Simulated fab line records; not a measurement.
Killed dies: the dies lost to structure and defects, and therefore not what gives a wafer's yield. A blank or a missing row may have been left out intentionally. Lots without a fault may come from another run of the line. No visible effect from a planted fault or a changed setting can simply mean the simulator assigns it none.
8D (eight disciplines) problem report, filled in by code | flow berkeley cmos170 | the parts of the form that need people (team, actions taken, sign-off) are left out

## 1. THE ISSUE
cd nm at UCB170_M2_CD_MEAS_90 reads a mean of 685.8 nm on 6 wafers of 2 lots; wafers without a fault read 700.2 nm with a standard deviation of 2.4. Relative to the usual mean, that is a shift of -6.0 standard deviations.
The step: target cd 700 nm.
The first sign was on wafer L739.2 at day 11 07:25, on cd sem-01. At this step, 42 wafers from 14 lots have a number in the record. By rule, "out" or "out of limits" means more than 4 standard deviations away from the usual mean. Any other wafer with a number is counted as sound.

## 2. WHAT IT IS AND WHAT IT IS NOT
question                    | is                     | is not
which readings at this step | cd nm                  | -
which lots                  | L739, L742             | L721, L722, L723, L724, L725, L726, L728, L729, L730, L733, L737, L743
which wafers of those lots  | all that have a number | -
read on which gauges        | cd sem-01              | cd sem-02
when                        | from day 11 07:25      | up to then (33 sound wafers); but 3 sound wafers of L743 came after

## 3. SUSPECTS, AND WHAT RULES EACH OUT
Counting: a tool at any process step up to the reading remains a suspect when it ran all the lots that are out and ran no sound lot after the first of those.
- ruled out: the gauge at UCB170_M2_CD_MEAS_90. All the wafers that are out were read on cd sem-01, but those of them that UCB170_M2_STRIP_19 has rows for are out there too, on other tools.
- rie metal-01 at UCB170_M2_METAL_ETCH_18 (etches Al in Cl2/BCl3, stops on SiO2, target depth 1170 nm, time 195 s): kept. Every lot that is out went through it, starting with L739 (day 11 07:06), and after that it ran no sound lot; the last sound lot it ran before then is L737 (day 10 21:56).
Remaining after the count: rie metal-01 at UCB170_M2_METAL_ETCH_18.

## 4. THE CAUSE (what the simulator had put in)
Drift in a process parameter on rie metal-01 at UCB170_M2_METAL_ETCH_18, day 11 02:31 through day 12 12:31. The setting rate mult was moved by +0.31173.
After counting, this tool was the only one left.

## 5. THE CHAIN OF EFFECTS, in route order
One row per reading whose mean, taken over the struck wafers that have a number, lies over 3 standard deviations from the usual. Scope: only readings with a usual standard deviation given in the record; hours: median across lots of the time from each lot's start at the first step in this table that gives one to its start at this step; sigmas: change in usual standard deviations.
hours | step                 | reading        | usual      | on struck wafers | change | sigmas
0     | UCB170_M2_STRIP_19   | oes product au | 0.541 a.u. | 0.318            | -0.223 | -19
0     | UCB170_M2_CD_MEAS_90 | cd nm          | 700.2 nm   | 685.8            | -14.4  | -6.0
Its process steps:
- UCB170_M2_STRIP_19: strips in O2.

## 6. HOW IT WOULD HAVE BEEN CAUGHT EARLIER
Counted from the fault's start at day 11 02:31, it took 5 hours until the first out-of-limits reading at a measuring or inspecting step in this record, taken at day 11 07:25.
Of the tool readings at UCB170_M2_METAL_ETCH_18 for which the record gives a usual standard deviation, none was out on any struck wafer, so an alarm limit of 4 standard deviations on them would not have fired.
L742, from the lots that are out (2), started UCB170_M2_METAL_ETCH_18 on rie metal-01 later than day 11 07:25. A tool hold placed at that time would have kept it from harm.
